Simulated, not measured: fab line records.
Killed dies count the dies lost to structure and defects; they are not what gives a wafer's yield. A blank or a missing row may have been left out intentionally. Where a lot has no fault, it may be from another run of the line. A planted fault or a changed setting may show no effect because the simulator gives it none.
Which tool is to blame? | flow berkeley-cmos170 | 7 lots, 19 wafers sampled, at 2 steps of a route of 331

WHAT THE GAUGES READ, wafer by wafer
UCB170_V1_BOW_MEAS_03.
lot  | measured     | on            | V1_BOW (um)
L304 | day 8 06:13  | film-metro-02 | 28 28 12
L306 | day 8 14:23  | film-metro-02 | 11 21 29
L308 | day 9 01:52  | film-metro-03 | 15 22 20
L312 | day 9 22:31  | film-metro-01 | 13 16 27
L319 | day 10 20:31 | film-metro-02 | 12 13
L324 | day 11 22:19 | film-metro-02 | 30 34 27
L321 | day 11 22:37 | film-metro-02 | 25 19

WHAT TOOL EACH LOT RAN ON (gives the tool, then ch and the chambers of the sampled wafers, and finally the start)
lot  | UCB170_CONTACT_STRIP_19
L304 | plasma-asher-02 ch 0,1, day 7 22:19
L306 | plasma-asher-03 ch 0,1, day 8 07:10
L308 | plasma-asher-03 ch 0,1, day 8 17:50
L312 | plasma-asher-02 ch 1, day 9 13:29
L319 | plasma-asher-01 ch 1, day 10 14:38
L324 | plasma-asher-02 ch 0,1, day 11 15:50
L321 | plasma-asher-03 ch 0,1, day 11 17:37
- UCB170_CONTACT_STRIP_19: strips in O2.

THE ANSWER, worked out from the rows above alone
Rule: the usual values come from the lots themselves. Put in order of their means at a reading, lots are off if they are a third of the lots or fewer, leave a main group of 4 or more, and stand apart from it by a gap of 3 or more times the standard deviation of the main group's means; of several such gaps the widest counts. The tables above print the reading to a certain number of digits; a main group whose means all agree to those digits is not used. A lot without any number at a reading at which 4 lots or more have one is off too. The other lots that the step has rows for count as sound.
Across all readings shown, no lot is off: no conclusion can be drawn from this.

WHAT HAD BEEN PUT IN BY THE SIMULATOR
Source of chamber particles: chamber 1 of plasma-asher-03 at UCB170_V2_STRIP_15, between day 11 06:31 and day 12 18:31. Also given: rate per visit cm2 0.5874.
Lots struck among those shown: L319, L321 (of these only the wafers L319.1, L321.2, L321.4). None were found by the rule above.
